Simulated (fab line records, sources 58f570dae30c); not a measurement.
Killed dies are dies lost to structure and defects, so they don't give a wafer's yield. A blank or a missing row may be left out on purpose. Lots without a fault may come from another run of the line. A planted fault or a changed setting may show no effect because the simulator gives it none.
A struck lot beside a sound one | flow berkeley_cmos170 | 15 steps out of a route of 331
Sound: wafers L697.1, L697.4, L697.6. Struck: wafers L707.1, L707.4, L707.5. The cause comes at the end.
At each step with rows: each side's tool, then ch and its chambers, then its first start. Under that, the readings that differ: sound wafers | struck wafers | difference of the means | sigmas: that difference in standard deviations of wafers without a fault.
alike: readings whose means differ by less than 2 such deviations, and words and numbers that are the same on both sides. not compared: withheld readings, readings that some wafer has no value for, bounds like >300 that may hide the same value, and numbers for which the record gives no deviation and whose values overlap.
The two part at a step that has a row with sigmas, a row that says differs or no value, or rows on one side only. Numbers that don't overlap but have no deviation are shown without sigmas and don't part them. A reading that every wafer of one side lacks parts them only if that side has two wafers or more.

first, 5 steps without rows for these wafers: UCB170_M1_COAT_04 (resist thk 900 nm); UCB170_M1_SOFTBAKE_05 (time 60 s); UCB170_M1_EXPOSE_06 (exposes mask METAL1, target cd 700 nm); UCB170_M1_PEB_07; UCB170_M1_DEVELOP_08 (develop time 45 s).
UCB170_M1_CD_MEAS_09: target cd 700 nm.
  sound on cd_sem-01, day 10 02:01; struck on cd_sem-02, day 12 03:23
  alike: cd_nm
UCB170_M1_OVL_MEAS_10:
  sound on overlay-02, day 10 02:08; struck on overlay-01, day 12 03:30
  alike: M1_OVL
UCB170_M1_ETCH_11: etches BARC in N2/H2.
  sound on rie_diel-01 ch 0,3, day 10 02:10; struck on rie_diel-03 ch 2,3, day 12 03:32
  alike: drypump_motor_current_A, oes_product_au, throttle_valve_pct
UCB170_M1_METAL_ETCH_12: etches Al in Cl2/BCl3, stops on PSG, target depth 780 nm, time 130 s.
  sound on rie_metal-01 ch 0,1, day 10 02:13; struck on rie_metal-01 ch 0,1, day 12 03:35
  alike: drypump_motor_current_A, oes_product_au, throttle_valve_pct
  not compared: rf_hours_counter_h
UCB170_M1_STRIP_13: strips in O2.
  sound on plasma_asher-02 ch 0,1, day 10 02:20; struck on plasma_asher-03 ch 0,1, day 12 03:43
  alike: drypump_motor_current_A, o2_flow_sccm, oes_product_au
  not compared: rf_hours_counter_h
UCB170_M1_CD_MEAS_90: target cd 700 nm.
  sound on cd_sem-02, day 10 02:26; struck on cd_sem-01, day 12 03:49
  alike: cd_nm
then, 1 step without rows for these wafers: UCB170_M1_ANNEAL_14 (time 1200 s).
UCB170_V1_CVD_00: deposits SiO2 from TEOS/O2, target thk 2000 nm, time 250 s.
  sound on pecvd-02 ch 0,2, day 10 03:53; struck on pecvd-04 ch 0,1,2, day 12 05:45
  alike: heater_power_w, pressure_mtorr
UCB170_V1_THK_MEAS_01:
  sound on film_metro-01, day 10 04:08; struck on film_metro-01, day 12 06:43
  reading          | sound          | struck         | difference | sigmas
  V1_TEOS_THK (nm) | 2019 2047 2051 | 3987 4010 4032 | +1971      | +66
UCB170_M3_PROBE_99:
  the record has rows for the sound wafers here (prober-02, day 10 16:22) and none for the struck ones

WHERE THEY PART
First at UCB170_V1_THK_MEAS_01; last, within this record, at UCB170_M3_PROBE_99.

WHY: what the simulator had put in
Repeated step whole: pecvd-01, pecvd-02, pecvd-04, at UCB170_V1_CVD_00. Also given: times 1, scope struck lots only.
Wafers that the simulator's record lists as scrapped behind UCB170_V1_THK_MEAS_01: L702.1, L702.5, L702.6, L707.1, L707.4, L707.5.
